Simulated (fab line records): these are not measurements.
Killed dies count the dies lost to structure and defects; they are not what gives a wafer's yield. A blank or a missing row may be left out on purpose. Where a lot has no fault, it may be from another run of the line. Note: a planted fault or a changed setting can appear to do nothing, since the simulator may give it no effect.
One fault seen from 2 desks || flow berkeley_cmos170 || what lay behind the numbers comes last; until then each desk has only its own

## AT THE TOOL OWNER'S DESK: lpcvd-01
The tool's own readings at UCB170_PWELL_CVD_05 (deposits Si3N4 from SiH2Cl2/NH3, target thk 220 nm, time 3168 s): means of the sampled wafers that have a number, for each lot that ran on this tool. A lot is out of limits, marked OUT, if its mean lies more than 4 standard deviations from the usual mean; the brackets give that distance.
Columns: A = susceptor_temp_C at UCB170_PWELL_CVD_05, usual 799.9 C; B = zone_power_centre_pct at UCB170_PWELL_CVD_05, usual 35.3 %
{"lot": "L823", "first seen here": "day 4 20:49", "A": 799.7, "B": 34.8}
{"lot": "L827", "first seen here": "day 6 00:56", "A": 800.4, "B": 40.5}
{"lot": "L828", "first seen here": "day 6 00:56", "A": 799.9, "B": 40.0}
This desk's finding: nothing out of limits on any of the 3 lots.

## METROLOGY DESK
Lot by lot, what the gauges showed, no matter which tool ran the lot: averages of those sampled wafers that carry a number. A lot is out of limits, marked OUT, if its mean lies more than 4 standard deviations from the usual mean; the brackets give that distance.
Columns: A = NWELL_TW at UCB170_NWELL_TW_MEAS_16, usual 1240; B = PWELL_OXIDE_THK at UCB170_PWELL_THK_MEAS_03, usual 26.4 nm; C = PWELL_NITRIDE_THK at UCB170_PWELL_THK_MEAS_06, usual 211.5 nm; D = PWELL_OVL at UCB170_PWELL_OVL_MEAS_13, usual 3 nm
{"lot": "L818", "first seen here": "day 3 02:42", "A": 1257, "B": 27.5, "C": 210.0, "D": -1}
{"lot": "L823", "first seen here": "day 4 04:46", "A": 1256, "B": 26.3, "C": 211.9, "D": 6}
{"lot": "L828", "first seen here": "day 5 05:25", "A": 1228, "B": 26.1, "C": "272.8 (+29) OUT", "D": 1}
{"lot": "L827", "first seen here": "day 5 05:39", "A": 1234, "B": 26.0, "C": "275.5 (+30) OUT", "D": 2}
{"lot": "L836", "first seen here": "day 7 02:07", "A": 1240, "B": 26.3, "C": 211.4, "D": 6}
{"lot": "L835", "first seen here": "day 7 02:16", "A": 1224, "B": 26.5, "C": 212.8, "D": -2}
This desk's result: L827, L828 out of limits, first on L827 (PWELL_NITRIDE_THK at UCB170_PWELL_THK_MEAS_06), day 6 02:52. L818, L823, L836, L835 stayed within limits.

## BROUGHT TOGETHER
Metrology desk: alarm possible at day 6 02:52 on L827, L828.
The tool owner's desk saw nothing out of limits.
The tool owner's desk has L827, L828 on record, within its limits.
UCB170_PWELL_CVD_05 was run on lpcvd-01 by each of the lots named.

## WHAT HAD BEEN PUT IN BY THE SIMULATOR
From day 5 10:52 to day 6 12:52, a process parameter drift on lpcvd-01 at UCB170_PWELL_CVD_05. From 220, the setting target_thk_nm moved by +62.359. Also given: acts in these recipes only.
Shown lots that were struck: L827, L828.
Delay in hours, fault start to first out-of-limits reading, per desk: metrology desk 16.
